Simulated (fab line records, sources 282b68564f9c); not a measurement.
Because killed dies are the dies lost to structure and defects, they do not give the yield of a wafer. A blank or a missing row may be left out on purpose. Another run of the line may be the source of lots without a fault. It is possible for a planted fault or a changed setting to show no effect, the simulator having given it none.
fab line records -- flow rit_cmos
[record] lots = 14, wafers = 42, last_day = 7
route steps=202 shown NSD@140 PSD@152 CONTACT@179 M1@197
lots untouched by any fault: they come from a run of this same line in which no faults occurred
start_h: hours from the record's first day to the start of the lot's first wafer shown -- wait_h: time in hours since the lot's previous step -- " as in the row above -- L1.1+2: a single row standing in for several wafers -- - value missing, or start not given -- * or withheld: withheld -- < > ~ a bound
route shown NAME@n: NAME is a module with steps in the file, n the number in the route of the first one -- usual: mean/standard deviation of fault-free wafers -- same: alike in all rows -- chamber/n: place in a boat -- sites: per-site readings -- _std_site: standard deviation across them -- _edge_site: the outer-site mean with the inner-site mean subtracted -- radius_mm: how far each site lies from the wafer's centre -- mask NAME#n: copy n -- behind: the last tool/chamber to shape the wafer -- hold: cause of the lot's hold/its duration in hours/its outcome -- device: the n, p or np transistor that did not switch -- end of line: at the end of the route, the tests of the same wafers -- a step without rows: its recipe alone -- killed: the dies lost at the first sort to structure and to defects; this is not the yield of the wafer -- map: dies across one wafer; x = killed, . = not, _ = none there
set.NAME: setting as actually run; set.NAME@STEP: the setting as run at that earlier step -- model.NAME: the simulator's own value behind a step, which no gauge read
one table for each step of the route and one row for each wafer, over a sample of lots
services: from which hour (start_h, from the record's first day; less than 0 if before it) a tool's chamber was out of use, for how many hours, and why
[[steps]]
[step RIT_NSD_STRIP_09]
[recipe] chemistry = O2, time_s = 180, resist = NOVOLAK, platen_temp_c = withheld, power_w = 500, pressure_mtorr = 4000, o2_flow_sccm = 4000
[usual] drypump_motor_current_A = 5.8/0.59, rf_refl_power_W = 6.1/1.6
[same] time_s = 180
lot.wafer,tool,chamber,start_h,wait_h,drypump_motor_current_A,rf_hours_counter_h,rf_refl_power_W
L799.1,plasma_asher-02,0,47.38,0.1,6.2,44,8.7
L799.2,plasma_asher-02,1,47.38,0.1,5.1,44,7.9
L799.5,plasma_asher-02,0,47.38,0.1,6.1,-,8.8
L800.1,plasma_asher-02,1,53.05,0.1,5.1,44,7.8
L800.3,plasma_asher-02,0,53.05,0.1,6.2,-,8.8
L800.6,plasma_asher-02,0,53.05,0.1,6.2,-,8.8
L801.1,plasma_asher-03,0,56.98,0.1,6.7,44,5.3
L801.3,plasma_asher-03,0,56.98,0.1,6.7,-,5.3
L801.5,plasma_asher-03,0,56.98,0.1,6.7,-,5.3
L802.1,plasma_asher-01,0,62.89,0.1,5.2,19,5.9
L802.5,plasma_asher-01,1,62.89,0.1,5.2,-,5.5
L802.6,plasma_asher-01,0,62.89,0.1,5.2,-,5.8
L803.1,plasma_asher-03,0,66.80,0.1,6.7,45,5.6
L803.3,plasma_asher-03,1,66.80,0.1,5.7,-,4.2
L803.4,plasma_asher-03,0,66.80,0.1,6.7,-,5.6
L808.3,plasma_asher-02,0,91.90,0.1,6.2,-,8.7
L808.4,plasma_asher-02,1,91.90,0.1,5.2,-,7.8
L808.5,plasma_asher-02,1,91.90,0.1,5.1,-,8.0
L809.1,plasma_asher-02,1,96.92,0.1,5.2,49,7.6
L809.4,plasma_asher-02,1,96.92,0.1,5.1,-,7.3
L809.5,plasma_asher-02,0,96.92,0.1,6.1,-,8.6
L810.2,plasma_asher-03,1,101.69,0.1,5.7,49,4.1
L810.3,plasma_asher-03,1,101.69,0.1,5.7,-,4.3
L810.4,plasma_asher-03,0,101.69,0.1,6.6,-,5.6
L811.4,plasma_asher-02,1,108.60,0.1,5.1,-,7.3
L811.5,plasma_asher-02,0,108.60,0.1,6.2,-,8.8
L811.6,plasma_asher-02,1,108.60,0.1,5.1,-,7.7
L814.3,plasma_asher-03,1,121.59,0.1,5.7,-,4.3
L814.4,plasma_asher-03,0,121.59,0.1,6.7,-,5.6
L814.5,plasma_asher-03,0,121.59,0.1,6.7,-,5.5
L816.1,plasma_asher-02,1,133.41,0.1,5.2,53,7.6
L816.4,plasma_asher-02,0,133.41,0.1,6.2,-,8.8
L816.5,plasma_asher-02,0,133.41,0.1,6.2,-,8.8
L817.3,plasma_asher-02,1,137.76,0.1,5.1,-,7.1
L817.5,plasma_asher-02,1,137.76,0.1,5.1,-,7.4
L817.6,plasma_asher-02,0,137.76,0.1,6.1,-,8.8
L818.1,plasma_asher-03,0,142.07,0.1,6.6,53,5.5
L818.2,plasma_asher-03,1,142.07,0.1,5.7,53,4.3
L818.4,plasma_asher-03,1,142.07,0.1,5.7,-,4.3
L819.1,plasma_asher-03,1,147.77,0.1,5.7,54,4.2
L819.4,plasma_asher-03,1,147.77,0.1,5.7,-,4.2
L819.5,plasma_asher-03,0,147.77,0.1,6.7,-,5.4
[step RIT_PSD_TW_MEAS_10]
[usual] PSD_TW = 3438/29
lot.wafer,tool,chamber,start_h,wait_h,PSD_TW
L799.1,film_metro-04,-,48.98,0.1,3444
L799.2,film_metro-04,-,48.98,0.1,3443
L799.5,film_metro-04,-,48.98,0.1,3435
L800.1,film_metro-01,-,54.77,0.1,3466
L800.3,film_metro-01,-,54.77,0.1,3434
L800.6,film_metro-01,-,54.77,0.1,3437
L801.1,film_metro-01,-,58.70,0.1,3421
L801.3,film_metro-01,-,58.70,0.1,3423
L801.5,film_metro-01,-,58.70,0.1,3446
L802.1,film_metro-03,-,64.51,0.1,3452
L802.5,film_metro-03,-,64.51,0.1,3429
L802.6,film_metro-03,-,64.51,0.1,3448
L803.1,film_metro-04,-,68.52,0.1,3437
L803.3,film_metro-04,-,68.52,0.1,3425
L803.4,film_metro-04,-,68.52,0.1,3413
L808.3,film_metro-01,-,93.58,0.1,3438
L808.4,film_metro-01,-,93.58,0.1,3458
L808.5,film_metro-01,-,93.58,0.1,3438
L809.1,film_metro-03,-,98.64,0.1,3466
L809.4,film_metro-03,-,98.64,0.1,3446
L809.5,film_metro-03,-,98.64,0.1,3446
L810.2,film_metro-03,-,103.33,0.2,3488
L810.3,film_metro-03,-,103.33,0.2,3478
L810.4,film_metro-03,-,103.33,0.2,3464
L811.4,film_metro-03,-,110.28,0.1,3458
L811.5,film_metro-03,-,110.28,0.1,3473
L811.6,film_metro-03,-,110.28,0.1,3474
L814.3,film_metro-03,-,123.18,0.1,3456
L814.4,film_metro-03,-,123.18,0.1,3450
L814.5,film_metro-03,-,123.18,0.1,3433
L816.1,film_metro-04,-,135.13,0.1,3386
L816.4,film_metro-04,-,135.13,0.1,3371
L816.5,film_metro-04,-,135.13,0.1,3402
L817.3,film_metro-01,-,139.32,0.1,3494
L817.5,film_metro-01,-,139.32,0.1,3484
L817.6,film_metro-01,-,139.32,0.1,3482
L818.1,film_metro-03,-,143.67,0.1,3421
L818.2,film_metro-03,-,143.67,0.1,3454
L818.4,film_metro-03,-,143.67,0.1,3427
L819.1,film_metro-01,-,149.37,0.1,3442
L819.4,film_metro-01,-,149.37,0.1,3449
L819.5,film_metro-01,-,149.37,0.1,3429
[step RIT_CONTACT_ETCH_11]
[recipe] target_depth_a = 4800, over_etch_frac = 0.2, stop_on = TiSi2, chemistry = CHF3/CF4/Ar, target = SiO2, CHF3_flow_sccm = 50, cf4_flow_sccm = 10, Ar_flow_sccm = 100, O2_flow_sccm = 5, pressure_mtorr = 100, rf_w = 200, time_s = 320
[usual] drypump_motor_current_A = 5.8/0.41, oes_product_au = 0.988/0.0075, throttle_valve_pct = 8.78/0.13
[same] time_s = 320
lot.wafer,tool,chamber,start_h,wait_h,drypump_motor_current_A,oes_product_au,rf_hours_counter_h,throttle_valve_pct
L799.1,rie_diel-03,0,52.07,0.1,6.3,0.988,109,8.67
L799.2,rie_diel-03,1,52.07,0.1,5.8,0.958,66,8.64
L799.5,rie_diel-03,2,52.07,0.1,5.6,0.976,-,8.67
L800.1,rie_diel-02,3,57.82,0.1,6.0,0.990,130,8.64
L800.3,rie_diel-02,1,57.82,0.1,5.8,0.997,88,8.91
L800.6,rie_diel-02,2,57.82,0.1,5.8,0.981,-,8.89
L801.1,rie_diel-04,2,61.70,0.1,6.8,0.982,11,8.96
L801.3,rie_diel-04,0,61.70,0.1,6.1,1.000,65,8.91
L801.5,rie_diel-04,3,61.70,0.1,5.8,0.989,-,8.92
L802.1,rie_diel-04,3,67.51,0.1,5.8,0.988,20,8.92
L802.5,rie_diel-04,2,67.51,0.1,6.7,0.990,-,8.95
L802.6,rie_diel-04,1,67.51,0.1,4.9,0.986,-,8.90
L803.1,rie_diel-03,2,71.70,0.1,5.5,0.981,42,8.67
L803.3,rie_diel-03,1,71.70,0.1,5.9,0.990,66,8.63
L803.4,rie_diel-03,3,71.70,0.1,5.5,0.995,126,8.86
L808.3,rie_diel-02,3,96.53,0.1,6.0,0.987,131,8.63
L808.4,rie_diel-02,2,96.53,0.1,5.8,0.977,58,8.88
L808.5,rie_diel-02,2,96.53,0.1,5.8,0.990,-,8.84
L809.1,rie_diel-03,1,101.95,0.1,5.8,0.973,67,8.62
L809.4,rie_diel-03,0,101.95,0.1,6.3,0.992,110,8.68
L809.5,rie_diel-03,1,101.95,0.1,5.9,0.979,-,8.63
L810.2,rie_diel-02,1,106.52,0.1,5.7,1.002,89,8.89
L810.3,rie_diel-02,3,106.52,0.1,6.0,0.982,131,8.66
L810.4,rie_diel-02,2,106.52,0.1,5.8,0.994,58,8.87
L811.4,rie_diel-02,0,113.14,0.1,5.4,0.978,94,8.59
L811.5,rie_diel-02,2,113.14,0.1,5.8,0.987,-,8.88
L811.6,rie_diel-02,3,113.14,0.1,6.0,0.991,-,8.64
L814.3,rie_diel-02,3,126.30,0.1,6.0,0.987,132,8.63
L814.4,rie_diel-02,2,126.30,0.1,5.8,0.987,59,8.89
L814.5,rie_diel-02,0,126.30,0.1,5.4,0.983,-,8.59
L816.1,rie_diel-03,1,138.00,0.1,5.8,0.980,67,8.63
L816.4,rie_diel-03,0,138.00,0.1,6.3,0.992,-,8.66
L816.5,rie_diel-03,2,138.00,0.1,5.6,0.984,-,8.65
L817.3,rie_diel-02,0,142.44,0.1,5.4,0.983,95,8.60
L817.5,rie_diel-02,0,142.44,0.1,5.4,0.973,-,8.59
L817.6,rie_diel-02,2,142.44,0.1,5.8,0.987,-,8.89
L818.1,rie_diel-04,1,146.62,0.1,5.0,0.985,66,8.91
L818.2,rie_diel-04,2,146.62,0.1,6.7,0.981,13,8.96
L818.4,rie_diel-04,3,146.62,0.1,5.8,0.986,21,8.93
L819.1,rie_diel-04,1,152.38,0.1,5.0,0.992,66,8.92
L819.4,rie_diel-04,2,152.38,0.1,6.8,0.981,13,8.95
L819.5,rie_diel-04,0,152.38,0.1,6.0,0.995,-,8.92
[step RIT_M1_STRIP_13]
[recipe] chemistry = nmp, resist = NOVOLAK, temp_c = 80, time_s = 600, dry = n2_spin
[usual] bath_guard_temp_C = 80.2/0.4
[same] time_s = 600
lot.wafer,tool,chamber,start_h,wait_h,bath_guard_temp_C
L799.1,wet_bench-03,2,54.83,0.1,79.9
L799.2,wet_bench-03,2,54.83,0.1,79.6
L799.5,wet_bench-03,2,54.83,0.1,79.9
L800.1,wet_bench-02,2,60.60,0.1,80.5
L800.3,wet_bench-02,2,60.60,0.1,80.2
L800.6,wet_bench-02,2,60.60,0.1,80.2
L801.1,wet_bench-03,3,64.48,0.1,79.6
L801.3,wet_bench-03,3,64.48,0.1,79.9
L801.5,wet_bench-03,3,64.48,0.1,79.6
L802.1,wet_bench-04,3,70.43,0.1,80.2
L802.5,wet_bench-04,3,70.43,0.1,80.0
L802.6,wet_bench-04,3,70.43,0.1,80.4
L803.1,wet_bench-02,0,74.48,0.1,80.4
L803.3,wet_bench-02,0,74.48,0.1,80.7
L803.4,wet_bench-02,0,74.48,0.1,80.8
L808.3,wet_bench-03,2,99.61,0.1,79.6
L808.4,wet_bench-03,2,99.61,0.1,79.6
L808.5,wet_bench-03,2,99.61,0.1,79.8
L809.1,wet_bench-02,1,104.91,0.1,80.3
L809.4,wet_bench-02,1,104.91,0.1,80.2
L809.5,wet_bench-02,1,104.91,0.1,80.1
L810.2,wet_bench-02,1,109.46,0.1,80.6
L810.3,wet_bench-02,1,109.46,0.1,80.1
L810.4,wet_bench-02,1,109.46,0.1,79.9
L811.4,wet_bench-04,0,116.03,0.1,80.2
L811.5,wet_bench-04,0,116.03,0.1,80.2
L811.6,wet_bench-04,0,116.03,0.1,80.2
L814.3,wet_bench-03,1,129.06,0.1,80.8
L814.4,wet_bench-03,1,129.06,0.1,80.7
L814.5,wet_bench-03,1,129.06,0.1,80.6
L816.1,wet_bench-04,2,140.89,0.1,80.2
L816.4,wet_bench-04,2,140.89,0.1,80.5
L816.5,wet_bench-04,2,140.89,0.1,80.1
L817.3,wet_bench-04,3,145.51,0.1,80.2
L817.5,wet_bench-04,3,145.51,0.1,80.0
L817.6,wet_bench-04,3,145.51,0.1,80.0
L818.1,wet_bench-04,0,149.52,0.1,79.8
L818.2,wet_bench-04,0,149.52,0.1,80.1
L818.4,wet_bench-04,0,149.52,0.1,80.0
L819.1,wet_bench-03,2,155.27,0.1,79.6
L819.4,wet_bench-03,2,155.27,0.1,80.2
L819.5,wet_bench-03,2,155.27,0.1,79.6
[step RIT_M1_PROBE_99]
[usual] defect_limited_yield = 97.1/1.1, killed_at_M0_to_M3 = 0/0, killed_at_contacts = 0.1/0.26, killed_at_front_end = 7.5/2.8, killed_dies = 7.6/2.8, killed_on_rim = 2.0/1.6, killed_open = 3.9/2.1, killed_short = 3.7/1.7, sort_bin_3_pad_short = 0.1/0.2, sort_bin_5_function = 1.7/0.85, sort_bin_6_memory = 1.1/0.71, sort_n_pass = 256.4/2.8, sort_yield_pct = 97.1/1.1
[same] gross_dies = 264, killed_at_M4_up = 0, killed_at_back_side = 0, killed_at_other = 0
lot.wafer,tool,chamber,start_h,wait_h,defect_limited_yield[%],killed_at_M0_to_M3,killed_at_contacts,killed_at_front_end,killed_dies,killed_on_rim,killed_open,killed_short,sort_bin_3_pad_short[%],sort_bin_5_function[%],sort_bin_6_memory[%],sort_n_pass,sort_yield_pct[%]
L799.1,prober-01,-,57.54,0.1,97.0,0,0,8,8,5,5,3,0,1.9,1.1,256.0,97.0
L799.2,prober-01,-,57.59,0.1,97.3,0,0,7,7,1,4,3,0,1.5,1.1,257.0,97.3
L799.5,prober-01,-,57.74,0.2,98.5,0,0,4,4,3,1,3,0.8,0.8,0,260.0,98.5
L800.1,prober-02,-,62.69,0.1,96.2,0,0,10,10,4,2,8,0,3.0,0.8,254.0,96.2
L800.3,prober-02,-,62.79,0.2,96.2,0,0,10,10,7,3,7,0,3.0,0.8,254.0,96.2
L800.6,prober-02,-,62.94,0.2,97.0,0,0,8,8,3,4,4,0,1.9,1.1,256.0,97.0
L801.1,prober-01,-,66.61,0.1,98.1,0,0,5,5,0,3,2,0,0.4,1.5,259.0,98.1
L801.3,prober-01,-,66.71,0.2,95.8,0,0,11,11,5,4,7,0.8,1.9,1.5,253.0,95.8
L801.5,prober-01,-,66.81,0.2,97.3,0,0,7,7,1,5,2,0,0.8,1.9,257.0,97.3
L802.1,prober-02,-,73.58,0.1,95.5,0,0,12,12,4,8,4,0,1.9,2.7,252.0,95.5
L802.5,prober-02,-,73.78,0.2,95.5,0,0,12,12,5,3,9,0.4,2.3,1.9,252.0,95.5
L802.6,prober-02,-,73.83,0.2,97.3,0,0,7,7,1,4,3,0,1.5,1.1,257.0,97.3
L803.1,prober-01,-,76.58,0.1,96.6,0,1,8,9,3,4,5,0.4,1.5,1.5,255.0,96.6
L803.3,prober-01,-,76.68,0.2,98.1,0,1,4,5,1,2,3,0,1.9,0,259.0,98.1
L803.4,prober-01,-,76.73,0.2,97.7,0,0,6,6,1,2,4,0,1.5,0.8,258.0,97.7
L808.3,prober-02,-,101.81,0.2,96.6,0,0,9,9,1,5,4,0,3.0,0.4,255.0,96.6
L808.4,prober-02,-,101.86,0.2,95.8,0,0,11,11,3,5,6,0,2.7,1.5,253.0,95.8
L808.5,prober-02,-,101.91,0.2,96.2,0,0,10,10,2,4,6,0.4,3.0,0.4,254.0,96.2
L809.1,prober-01,-,107.23,0.1,89.4,24,0,4,28,8,0,4,1.1,8.3,1.1,236.0,89.4
L809.4,prober-01,-,107.38,0.2,89.0,20,2,7,29,10,6,3,2.7,5.7,2.7,235.0,89.0
L809.5,prober-01,-,107.43,0.2,90.5,19,0,6,25,10,3,3,2.3,6.4,0.8,239.0,90.5
L810.2,prober-02,-,111.60,0.1,89.8,21,0,6,27,9,3,3,1.5,7.2,1.5,237.0,89.8
L810.3,prober-02,-,111.65,0.2,89.0,21,0,8,29,12,6,2,2.7,6.1,2.3,235.0,89.0
L810.4,prober-02,-,111.70,0.2,89.8,22,0,5,27,10,4,1,2.3,6.1,1.9,237.0,89.8
L811.4,prober-01,-,118.66,0.2,97.3,0,0,7,7,0,3,4,0,1.1,1.5,257.0,97.3
L811.5,prober-01,-,118.71,0.2,97.3,0,0,7,7,3,3,4,0,1.5,1.1,257.0,97.3
L811.6,prober-01,-,118.76,0.2,95.1,0,0,13,13,6,8,5,0,4.2,0.8,251.0,95.1
L814.3,prober-02,-,131.25,0.2,94.3,0,0,15,15,6,10,5,0.4,4.2,1.1,249.0,94.3
L814.4,prober-02,-,131.30,0.2,97.7,0,0,6,6,4,2,4,0,1.5,0.8,258.0,97.7
L814.5,prober-02,-,131.35,0.2,99.2,0,0,2,2,1,0,2,0,0.8,0,262.0,99.2
L816.1,prober-02,-,143.15,0.1,97.0,0,0,8,8,1,3,5,0.4,1.1,1.5,256.0,97.0
L816.4,prober-02,-,143.30,0.2,98.5,0,0,4,4,0,3,1,0,1.5,0,260.0,98.5
L816.5,prober-02,-,143.35,0.2,98.5,0,0,4,4,1,1,3,0,1.1,0.4,260.0,98.5
L817.3,prober-01,-,148.71,0.2,97.7,0,0,6,6,2,3,3,0.4,1.1,0.8,258.0,97.7
L817.5,prober-01,-,148.81,0.2,98.1,0,0,5,5,0,4,1,0,1.1,0.8,259.0,98.1
L817.6,prober-01,-,148.86,0.2,97.7,0,0,6,6,3,4,2,0,1.9,0.4,258.0,97.7
L818.1,prober-02,-,151.61,0.1,96.6,0,0,9,9,0,5,4,0,1.5,1.9,255.0,96.6
L818.2,prober-02,-,151.66,0.1,96.6,0,0,9,9,5,5,4,0,1.9,1.5,255.0,96.6
L818.4,prober-02,-,151.76,0.2,97.3,0,0,7,7,3,2,5,0.4,1.1,1.1,257.0,97.3
L819.1,prober-01,-,158.42,0.1,95.5,0,0,12,12,3,7,5,0,3.4,1.1,252.0,95.5
L819.4,prober-01,-,158.57,0.2,98.5,0,0,4,4,2,3,1,0.4,0,1.1,260.0,98.5
L819.5,prober-01,-,158.62,0.2,96.6,0,0,9,9,3,6,3,0,1.5,1.9,255.0,96.6
// killed by level:class
L799.1 GATE:geometric_particle:open=3 SPACER:geometric_particle:short=2 FOX1:geometric_particle:open=1 FOX2:geometric_particle:open=1 GATE:geometric_particle:short=1
L799.2 REOX:geometric_particle:short=3 GATE:geometric_particle:open=2 REOX:geometric_particle:open=1 SPACER:geometric_particle:open=1
L799.5 FOX1:geometric_particle:short=1 GATE:geometric_particle:short=1 GATE:geometric_particle:open=1 SPACER:geometric_particle:short=1
L800.1 GATE:geometric_particle:short=3 FOX1:geometric_particle:open=2 REOX:geometric_particle:short=2 SPACER:geometric_particle:short=2 FOX2:geometric_particle:short=1
L800.3 GATE:geometric_particle:short=2 GATE:geometric_particle:open=2 REOX:geometric_particle:short=2 FOX1:geometric_particle:short=1 FOX2:geometric_particle:short=1 SPACER:geometric_particle:open=1 SILICIDE:geometric_particle:short=1
L800.6 REOX:geometric_particle:open=2 REOX:geometric_particle:short=2 SPACER:geometric_particle:short=2 FOX2:geometric_particle:open=1 SPACER:geometric_particle:open=1
L801.1 ACTIVE:geometric_particle:short=1 FOX1:geometric_particle:short=1 FOX2:geometric_particle:open=1 GATE:geometric_particle:open=1 REOX:geometric_particle:open=1
L801.3 FOX1:geometric_particle:short=2 GATE:geometric_particle:short=2 FOX1:geometric_particle:open=1 FOX2:geometric_particle:short=1 GATE:geometric_particle:open=1 REOX:geometric_particle:open=1 REOX:geometric_particle:short=1 SPACER:geometric_particle:short=1
L801.5 FOX1:geometric_particle:open=3 GATE:geometric_particle:short=1 GATE:geometric_particle:open=1 REOX:geometric_particle:open=1 SPACER:geometric_particle:short=1
L802.1 GATE:geometric_particle:open=6 SILICIDE:geometric_particle:short=2 FOX1:geometric_particle:open=1 FOX1:geometric_particle:short=1 FOX2:geometric_particle:open=1 REOX:geometric_particle:short=1
L802.5 FOX1:geometric_particle:short=3 REOX:geometric_particle:short=3 GATE:geometric_particle:short=2 SILICIDE:geometric_particle:open=2 FOX1:geometric_particle:open=1 FOX2:geometric_particle:short=1
L802.6 REOX:geometric_particle:open=2 REOX:geometric_particle:short=2 GATE:geometric_particle:short=1 GATE:geometric_particle:open=1 SPACER:geometric_particle:open=1
L803.1 GATE:geometric_particle:short=3 SPACER:geometric_particle:open=2 SILICIDE:geometric_particle:short=2 FOX2:geometric_particle:open=1 CONTACT:geometric_particle:open=1
L803.3 GATE:geometric_particle:short=3 FOX1:geometric_particle:open=1 CONTACT:geometric_particle:open=1
L803.4 SPACER:geometric_particle:short=3 GATE:geometric_particle:open=1 SILICIDE:geometric_particle:short=1 SILICIDE:geometric_particle:open=1
L808.3 GATE:geometric_particle:open=3 REOX:geometric_particle:short=2 REOX:geometric_particle:open=1 SPACER:geometric_particle:short=1 SPACER:geometric_particle:open=1 SILICIDE:geometric_particle:short=1
L808.4 GATE:geometric_particle:open=3 GATE:geometric_particle:short=3 SPACER:geometric_particle:short=2 FOX1:geometric_particle:short=1 FOX2:geometric_particle:open=1 REOX:geometric_particle:open=1
L808.5 GATE:geometric_particle:open=3 SILICIDE:geometric_particle:short=3 GATE:geometric_particle:short=1 REOX:geometric_particle:short=1 REOX:geometric_particle:open=1 SPACER:geometric_particle:short=1
L809.1 M1:unspecified=24 GATE:geometric_particle:short=2 FOX1:geometric_particle:short=1 REOX:geometric_particle:short=1
L809.4 M1:unspecified=20 GATE:geometric_particle:open=2 CONTACT:geometric_particle:open=2 FOX1:geometric_particle:open=1 GATE:geometric_particle:short=1 REOX:geometric_particle:short=1 SPACER:geometric_particle:open=1 SPACER:geometric_particle:short=1
L809.5 M1:unspecified=19 GATE:geometric_particle:open=3 FOX1:geometric_particle:short=1 FOX2:geometric_particle:short=1 GATE:geometric_particle:short=1
L810.2 M1:unspecified=21 GATE:geometric_particle:open=2 FOX1:geometric_particle:open=1 FOX1:geometric_particle:short=1 GATE:geometric_particle:short=1 REOX:geometric_particle:short=1
L810.3 M1:unspecified=21 GATE:geometric_particle:open=3 GATE:geometric_particle:short=1 REOX:geometric_particle:short=1 REOX:geometric_particle:open=1 SPACER:geometric_particle:open=1 SILICIDE:geometric_particle:open=1
L810.4 M1:unspecified=22 SPACER:geometric_particle:open=2 FOX1:geometric_particle:open=1 GATE:geometric_particle:open=1 GATE:geometric_particle:short=1
L811.4 SPACER:geometric_particle:short=2 FOX1:geometric_particle:open=1 FOX2:geometric_particle:open=1 GATE:geometric_particle:short=1 REOX:geometric_particle:open=1 REOX:geometric_particle:short=1
L811.5 SPACER:geometric_particle:open=2 FOX1:geometric_particle:short=1 FOX2:geometric_particle:short=1 GATE:geometric_particle:open=1 GATE:geometric_particle:short=1 SPACER:geometric_particle:short=1
L811.6 GATE:geometric_particle:open=4 FOX1:geometric_particle:open=2 FOX1:geometric_particle:short=2 SPACER:geometric_particle:short=2 FOX2:geometric_particle:open=1 REOX:geometric_particle:short=1 SPACER:geometric_particle:open=1
L814.3 SPACER:geometric_particle:open=4 FOX1:geometric_particle:open=2 FOX1:geometric_particle:short=2 GATE:geometric_particle:short=2 REOX:geometric_particle:open=2 GATE:geometric_particle:open=1 SPACER:geometric_particle:short=1 SILICIDE:geometric_particle:open=1
L814.4 FOX1:geometric_particle:short=1 FOX2:geometric_particle:short=1 REOX:geometric_particle:open=1 SPACER:geometric_particle:open=1 SPACER:geometric_particle:short=1 SILICIDE:geometric_particle:short=1
L814.5 FOX1:geometric_particle:short=1 GATE:geometric_particle:short=1
L816.1 SPACER:geometric_particle:short=2 FOX1:geometric_particle:short=1 FOX1:geometric_particle:open=1 FOX2:geometric_particle:short=1 FOX2:geometric_particle:open=1 GATE:geometric_particle:short=1 SILICIDE:geometric_particle:open=1
L816.4 SPACER:geometric_particle:open=2 GATE:geometric_particle:open=1 GATE:geometric_particle:short=1
L816.5 FOX1:geometric_particle:open=1 FOX1:geometric_particle:short=1 GATE:geometric_particle:short=1 SILICIDE:geometric_particle:short=1
L817.3 GATE:geometric_particle:open=3 FOX1:geometric_particle:short=1 GATE:geometric_particle:short=1 REOX:geometric_particle:short=1
L817.5 FOX1:geometric_particle:open=2 GATE:geometric_particle:open=2 GATE:geometric_particle:short=1
L817.6 FOX1:geometric_particle:open=1 GATE:geometric_particle:open=1 GATE:geometric_particle:short=1 REOX:geometric_particle:short=1 REOX:geometric_particle:open=1 SPACER:geometric_particle:open=1
L818.1 GATE:geometric_particle:short=3 FOX1:geometric_particle:open=2 GATE:geometric_particle:open=1 SPACER:geometric_particle:open=1 SPACER:geometric_particle:short=1 SILICIDE:geometric_particle:open=1
L818.2 GATE:geometric_particle:open=3 FOX2:geometric_particle:short=2 FOX1:geometric_particle:short=1 GATE:geometric_particle:short=1 SPACER:geometric_particle:open=1 SILICIDE:geometric_particle:open=1
L818.4 FOX1:geometric_particle:short=2 ACTIVE:geometric_particle:short=1 FOX2:geometric_particle:short=1 GATE:geometric_particle:open=1 SPACER:geometric_particle:short=1 SILICIDE:geometric_particle:open=1
L819.1 GATE:geometric_particle:open=3 GATE:geometric_particle:short=2 SPACER:geometric_particle:open=2 FOX1:geometric_particle:short=1 FOX1:geometric_particle:open=1 FOX2:geometric_particle:open=1 REOX:geometric_particle:short=1 SPACER:geometric_particle:short=1
L819.4 GATE:geometric_particle:open=2 GATE:geometric_particle:short=1 SPACER:geometric_particle:open=1
L819.5 SPACER:geometric_particle:open=3 GATE:geometric_particle:open=2 FOX2:geometric_particle:open=1 GATE:geometric_particle:short=1 REOX:geometric_particle:short=1 SPACER:geometric_particle:short=1
[[services]]
tool,chamber,start_h,hours,kind
rie_diel-03,2,55.58,11.1,repair
rie_diel-02,2,59.42,3.3,repair
rie_diel-04,3,91.18,26.1,repair
rie_diel-04,3,123.26,11.2,repair
rie_diel-02,1,131.27,15.7,repair
plasma_asher-03,-,132.28,2.8,pm
rie_diel-03,3,137.20,2.9,repair
plasma_asher-01,-,137.26,4.1,repair
rie_diel-03,1,153.42,16.0,repair
[[key]]
[first_sign] step = RIT_M1_PROBE_99, reading = killed_at_M0_to_M3, direction = up, sigmas = 21, usual = 0, struck = 21.2
[effect] step = RIT_M1_PROBE_99, reading = defect_limited_yield, direction = down, sigmas = 7, usual = 97.1, struck = 89.6
met_at RIT_M1_STRIP_13
struck_lots L809,L810
not_acting_at RIT_NSD_STRIP_09,RIT_PSD_TW_MEAS_10,RIT_CONTACT_ETCH_11
onset_between 74.48 104.91
[fault] kind = chamber_particle_source, tool = wet_bench-02, chamber = -, onset_h = 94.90, steps = RIT_M1_STRIP_13, rate_per_visit_cm2 = 0.8474, end_h = 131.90
